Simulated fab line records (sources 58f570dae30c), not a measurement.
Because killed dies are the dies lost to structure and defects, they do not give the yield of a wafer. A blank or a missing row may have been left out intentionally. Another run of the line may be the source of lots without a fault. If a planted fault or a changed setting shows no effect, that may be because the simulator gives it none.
A single fault, viewed from 2 desks | flow berkeleyCmos170 | each desk holds nothing but its own numbers, with what lay behind them at the end

## FROM THE METROLOGY DESK
Lot by lot, what the gauges showed, no matter which tool ran the lot: averages of those sampled wafers that carry a number. If a lot's mean is further than 4 standard deviations from the usual mean, the lot is out of limits and carries the mark OUT (the distance appears in the brackets).
Columns: A = WELLDRIVE_OXIDE_THK at UCB170_WELLDRIVE_THK_MEAS_02, usual 201 nm; B = PSD_RS at UCB170_SDANNEAL_RS_MEAS_02, usual 75.56 ohm/sq
lot  | first seen here | A             | B
L657 | day 4 00:14     | 202           | 75.92
L658 | day 4 06:58     | 196           | 75.57
L659 | day 4 13:22     | 192           | 75.84
L663 | day 4 21:54     | 202           | 75.30
L662 | day 4 21:55     | 205           | 75.51
L664 | day 5 12:24     | 204           | 75.30
L666 | day 5 20:01     | 193           | 75.70
L667 | day 6 04:26     | 126 (-18) OUT | 75.73
L668 | day 6 04:26     | 117 (-20) OUT | 75.73
L670 | day 6 17:39     | 205           | 75.21
L675 | day 8 02:59     | 201           | 75.48
L676 | day 8 11:43     | 200           | 75.52
L678 | day 8 20:42     | 202           | 75.63
L679 | day 8 20:42     | 206           | 75.65
This desk reports L667, L668 out of limits; the earliest was L667 at day 6 04:26 (WELLDRIVE_OXIDE_THK at UCB170_WELLDRIVE_THK_MEAS_02). In limits: L657, L658, L659, L663, L662, L664, L666, L670, L675, L676, L678, L679.

## TOOL OWNER'S DESK, furnace-01
The tool's own readings at UCB170_WELLDRIVE_OXIDATION_01 (target thk 199 nm, ox time 9000 s): means of the sampled wafers that have a number, for each lot that ran on this tool. If a lot's mean is further than 4 standard deviations from the usual mean, the lot is out of limits and carries the mark OUT (the distance appears in the brackets).
Columns: A = zonePowerLoadPct at UCB170_WELLDRIVE_OXIDATION_01, usual 42 %
lot  | first seen here | A
L662 | day 4 18:22     | 40
L663 | day 4 18:22     | 40
L667 | day 6 00:56     | 40
L668 | day 6 00:56     | 40
This desk's finding: nothing out of limits on any of the 4 lots.

## BROUGHT TOGETHER
An alarm was possible from the metrology desk at day 6 04:26, on L667, L668.
The desk of the tool owner found nothing out of limits.
Tool owner's desk: L667, L668 on record, inside its limits.
All the named lots went through UCB170_WELLDRIVE_OXIDATION_01 on furnace-01.

## WHAT HAD BEEN PUT IN BY THE SIMULATOR
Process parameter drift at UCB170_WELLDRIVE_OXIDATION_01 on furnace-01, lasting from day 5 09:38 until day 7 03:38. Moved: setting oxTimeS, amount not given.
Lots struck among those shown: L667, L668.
Time in hours between the start of the fault and the first out-of-limits reading at each desk: metrology desk, 19.
